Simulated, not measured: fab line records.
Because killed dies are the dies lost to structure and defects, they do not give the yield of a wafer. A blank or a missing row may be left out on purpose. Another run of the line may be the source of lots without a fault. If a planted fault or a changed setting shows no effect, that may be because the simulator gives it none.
fab line records	flow rit_cmos
record: lots: 14	wafers: 42	last_day: 7
route steps=202 shown PWELL@49 FOX2@80 GATE@88 PLDD@123
lots that met no fault: from a run of the same line without faults
start_h: start of the lot's first displayed wafer, in hours after the record's first day	wait_h: how many hours have passed since the lot's step before this one	" same as the row above	L1.1+2: a single row standing in for several wafers	- no value present, or no start provided	* or withheld: withheld	< > ~ a bound
route shown NAME@n: a module of which the file shows steps, and the number in the route of the first	usual: average and standard deviation across the fault-free wafers	same: alike in all rows	chamber/n: place in a boat	sites: readings site by site	_std_site: the standard deviation of these	_edge_site: inner sites' mean taken away from outer sites' mean	radius_mm: how far each site lies from the wafer's centre	mask NAME#n: copy n	behind: the last tool/chamber to shape the wafer	hold: the reason the lot was held/the length of the hold in hours/how it ended	device: the n, p or np transistor that did not switch	end of line: tests of these same wafers at the route's end	a step with no rows: only its recipe	killed: the dies lost at the first sort to structure and to defects; this is not the yield of the wafer	map: a wafer's dies, marking killed ones x, the rest . and places with no die _
set.NAME: the setting that was run; set.NAME@STEP: the one run at that earlier step	model.NAME: the simulator's own value behind a step, which no gauge read
a sample of lots followed through the steps of the route, with each step as a table and each wafer as a row
services: the hour from which a tool's chamber was out of use, counted from the record's first day as start_h (under 0 if before that day), plus the number of hours and why
== steps ==
step: RIT_PWELL_TW_MEAS_10
usual: PWELL_TW: 955/8
lot.wafer	tool	chamber	start_h	wait_h	PWELL_TW
L640.2	film_metro-03	-	27.69	0.1	957
L640.3	"	-	"	"	960
L640.4	"	-	"	"	960
L642.4	film_metro-04	-	40.07	0.1	956
L642.5	"	-	"	"	958
L642.6	"	-	"	"	958
L643.1	film_metro-04	-	43.60	0.1	956
L643.4	"	-	"	"	962
L643.5	"	-	"	"	952
L644.1	film_metro-04	-	48.37	0.1	954
L644.2	"	-	"	"	954
L644.6	"	-	"	"	961
L645.4	film_metro-03	-	51.45	0.1	960
L645.5	"	-	"	"	960
L645.6	"	-	"	"	967
L647.1	film_metro-04	-	79.17	0.1	957
L647.3	"	-	"	"	958
L647.4	"	-	"	"	958
L648.1	film_metro-01	-	79.48	0.1	946
L648.3	"	-	"	"	944
L648.4	"	-	"	"	943
L650.3	film_metro-04	-	84.35	0.1	953
L650.4	"	-	"	"	956
L650.5	"	-	"	"	954
L649.2	film_metro-03	-	84.63	0.1	967
L649.4	"	-	"	"	966
L649.5	"	-	"	"	964
L657.1	film_metro-04	-	114.30	0.1	957
L657.5	"	-	"	"	967
L657.6	"	-	"	"	965
L659.1	film_metro-04	-	120.28	0.1	957
L659.3	"	-	"	"	953
L659.6	"	-	"	"	957
L661.1	film_metro-03	-	131.55	0.1	962
L661.3	"	-	"	"	964
L661.5	"	-	"	"	964
L662.2	film_metro-04	-	135.06	0.1	957
L662.4	"	-	"	"	954
L662.6	"	-	"	"	954
L663.1	film_metro-03	-	139.24	0.1	964
L663.4	"	-	"	"	963
L663.6	"	-	"	"	964
step: RIT_FOX2_THK_MEAS_91
recipe: reads: SiO2_of_FOX2_OXIDATION_00
usual: FIELD_OXIDE_LEFT_2_THK: 257/5.6
lot.wafer	tool	chamber	start_h	wait_h	FIELD_OXIDE_LEFT_2_THK[nm]
L640.2	film_metro-03	-	40.17	0.0	264
L640.3	"	-	"	"	268
L640.4	"	-	"	"	261
L642.4	film_metro-03	-	49.97	0.0	259
L642.5	"	-	"	"	258
L642.6	"	-	"	"	260
L643.1	film_metro-02	-	53.08	0.0	255
L643.4	"	-	"	"	255
L643.5	"	-	"	"	257
L644.1	film_metro-02	-	58.24	0.0	259
L644.2	"	-	"	"	258
L644.6	"	-	"	"	254
L645.4	film_metro-02	-	65.06	0.0	257
L645.5	"	-	"	"	266
L645.6	"	-	"	"	259
L647.1	film_metro-03	-	92.36	0.0	255
L647.3	"	-	"	"	256
L647.4	"	-	"	"	260
L648.1	film_metro-04	-	92.60	0.0	258
L648.3	"	-	"	"	262
L648.4	"	-	"	"	264
L650.3	film_metro-03	-	97.96	0.0	267
L650.4	"	-	"	"	266
L650.5	"	-	"	"	268
L649.2	film_metro-03	-	98.54	0.0	255
L649.4	"	-	"	"	252
L649.5	"	-	"	"	248
L657.1	film_metro-04	-	124.84	0.0	252
L657.5	"	-	"	"	257
L657.6	"	-	"	"	260
L659.1	film_metro-02	-	129.80	0.0	262
L659.3	"	-	"	"	265
L659.6	"	-	"	"	267
L661.1	film_metro-04	-	141.07	0.0	251
L661.3	"	-	"	"	250
L661.5	"	-	"	"	251
L662.2	film_metro-02	-	144.10	0.0	251
L662.4	"	-	"	"	252
L662.6	"	-	"	"	253
L663.1	film_metro-04	-	148.84	0.0	249
L663.4	"	-	"	"	255
L663.6	"	-	"	"	254
step: RIT_GATE_SOFTBAKE_12
recipe: resist: NOVOLAK	temp_c: 90	time_s: 60
usual: heater_power_total_W: 34.57/0.051	resist_line_temp_C: 23.02/0.1	run_length_s: 89.17/0.16
lot.wafer	tool	chamber	start_h	wait_h	heater_power_total_W	resist_line_temp_C	run_length_s
L640.2	litho_track-02	0	46.39	0.1	34.55	23.13	89.01
L640.3	"	0	"	"	34.48	23.13	88.94
L640.4	"	0	"	"	34.53	23.02	88.88
L642.4	litho_track-03	0	68.44	0.1	34.58	23.08	89.17
L642.5	"	0	"	"	34.56	23.00	89.36
L642.6	"	0	"	"	34.60	22.89	89.13
L643.1	litho_track-02	0	76.95	0.1	34.60	23.10	89.04
L643.4	"	0	"	"	34.62	23.13	88.89
L643.5	"	0	"	"	34.52	23.05	89.10
L644.1	litho_track-03	0	76.97	0.1	34.59	22.99	89.08
L644.2	"	0	"	"	34.62	22.99	89.23
L644.6	"	0	"	"	34.62	23.06	89.30
L645.4	litho_track-03	0	80.63	0.1	34.55	23.03	89.39
L645.5	"	0	"	"	34.57	23.17	89.09
L645.6	"	0	"	"	34.58	22.93	89.11
L647.1	litho_track-03	0	99.68	0.1	35.78	23.02	82.29
L647.3	"	0	"	"	35.76	23.04	82.54
L647.4	"	0	"	"	35.81	23.20	82.46
L648.1	litho_track-04	0	99.74	0.1	34.50	23.01	89.19
L648.3	"	0	"	"	34.54	23.06	89.16
L648.4	"	0	"	"	34.52	23.06	89.38
L650.3	litho_track-04	0	106.23	0.1	34.58	22.99	89.29
L650.4	"	0	"	"	34.64	23.08	89.23
L650.5	"	0	"	"	34.64	23.03	89.19
L649.2	litho_track-03	0	110.87	0.1	35.74	23.27	82.44
L649.4	"	0	"	"	35.74	23.20	82.38
L649.5	"	0	"	"	35.74	23.05	82.48
L657.1	litho_track-04	0	130.18	0.1	34.55	22.96	89.17
L657.5	"	0	"	"	34.56	23.05	89.30
L657.6	"	0	"	"	34.58	23.05	89.24
L659.1	litho_track-02	0	133.85	0.1	34.56	23.07	89.13
L659.3	"	0	"	"	34.61	23.04	88.93
L659.6	"	0	"	"	34.59	22.87	88.96
L661.1	litho_track-02	0	145.58	0.1	34.63	22.91	89.26
L661.3	"	0	"	"	34.54	22.85	88.92
L661.5	"	0	"	"	34.53	22.83	89.07
L662.2	litho_track-04	0	147.59	0.1	34.64	23.05	89.56
L662.4	"	0	"	"	34.57	22.97	89.14
L662.6	"	0	"	"	34.47	23.01	89.45
L663.1	litho_track-04	0	157.07	0.1	34.57	23.01	89.16
L663.4	"	0	"	"	34.52	23.03	89.35
L663.6	"	0	"	"	34.63	22.97	89.16
step: RIT_PLDD_STRIP_09
recipe: chemistry: O2	time_s: 180	resist: NOVOLAK	platen_temp_c: withheld	power_w: 500	pressure_mtorr: 4000	o2_flow_sccm: 4000
usual: drypump_motor_current_A: 5.5/0.54
same: time_s: 180
lot.wafer	tool	chamber	start_h	wait_h	drypump_motor_current_A	rf_hours_counter_h
L640.2	plasma_asher-04	1	54.78	0.1	4.9	44
L640.3	"	1	"	"	4.9	-
L640.4	"	0	"	"	5.5	-
L642.4	plasma_asher-04	0	80.33	0.1	5.6	-
L642.5	"	1	"	"	4.9	-
L642.6	"	0	"	"	5.6	-
L643.1	plasma_asher-03	1	84.30	0.1	4.7	42
L643.4	"	1	"	"	4.7	-
L643.5	"	1	"	"	4.7	-
L644.1	plasma_asher-04	0	86.89	0.1	5.5	46
L644.2	"	1	"	"	4.9	46
L644.6	"	0	"	"	5.5	-
L645.4	plasma_asher-02	1	92.71	0.1	6.4	-
L645.5	"	1	"	"	6.4	-
L645.6	"	0	"	"	5.7	-
L647.1	plasma_asher-04	0	110.85	0.1	5.6	49
L647.3	"	1	"	"	4.9	-
L647.4	"	0	"	"	5.6	-
L648.1	plasma_asher-02	1	111.09	0.1	6.4	46
L648.3	"	1	"	"	6.4	-
L648.4	"	0	"	"	5.7	-
L650.3	plasma_asher-04	0	115.86	0.1	5.5	-
L650.4	"	1	"	"	4.9	-
L650.5	"	0	"	"	5.5	-
L649.2	plasma_asher-02	0	118.80	0.1	5.7	47
L649.4	"	0	"	"	5.7	-
L649.5	"	1	"	"	6.4	-
L657.1	plasma_asher-02	0	138.61	0.1	5.7	50
L657.5	"	0	"	"	5.7	-
L657.6	"	1	"	"	6.5	-
L659.1	plasma_asher-02	0	142.70	0.1	5.7	51
L659.3	"	0	"	"	5.7	-
L659.6	"	1	"	"	6.4	-
L661.1	plasma_asher-04	0	152.89	0.1	5.5	55
L661.3	"	1	"	"	4.9	-
L661.5	"	0	"	"	5.5	-
L662.2	plasma_asher-04	1	156.75	0.1	4.9	56
L662.4	"	1	"	"	4.9	-
L662.6	"	0	"	"	5.5	-
L663.1	plasma_asher-04	1	164.18	0.1	4.9	57
L663.4	"	0	"	"	5.5	-
L663.6	"	0	"	"	5.5	-
== services ==
tool	chamber	start_h	hours	kind
plasma_asher-03	-	108.88	9.0	pm
plasma_asher-03	0	108.88	9.0	vent_cycle
plasma_asher-03	1	108.88	9.0	vent_cycle
plasma_asher-03	0	117.88	-	clean
plasma_asher-03	1	117.88	-	clean
plasma_asher-03	-	162.81	2.8	pm
== key ==
first_sign: step: RIT_GATE_SOFTBAKE_12	reading: run_length_s	direction: down	sigmas: 42	usual: *	struck: *
effect: step: RIT_GATE_SOFTBAKE_12	reading: heater_power_total_W	direction: up	sigmas: 23	usual: 34.57	struck: 35.76
met_at RIT_GATE_SOFTBAKE_12
struck_lots L647,L649
tester_left_out L647,L649
not_acting_at RIT_PWELL_TW_MEAS_10,RIT_FOX2_THK_MEAS_91,RIT_PLDD_STRIP_09
onset_between 80.63 99.68
fault: kind: process_parameter_drift	tool: litho_track-03	chamber: -	onset_h: 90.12	steps: RIT_GATE_SOFTBAKE_12	channel: time_s	offset: *	shape: step	end_h: 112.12	acts_in: *	stated: *
tester_left_out: of these lots the tester's yield and bins aren't shown, on N5 and GAA mostly nor the transistor test; their killed dies are dies lost to structure and defects alone, not to doping, threshold or leakage, so they don't give the yield
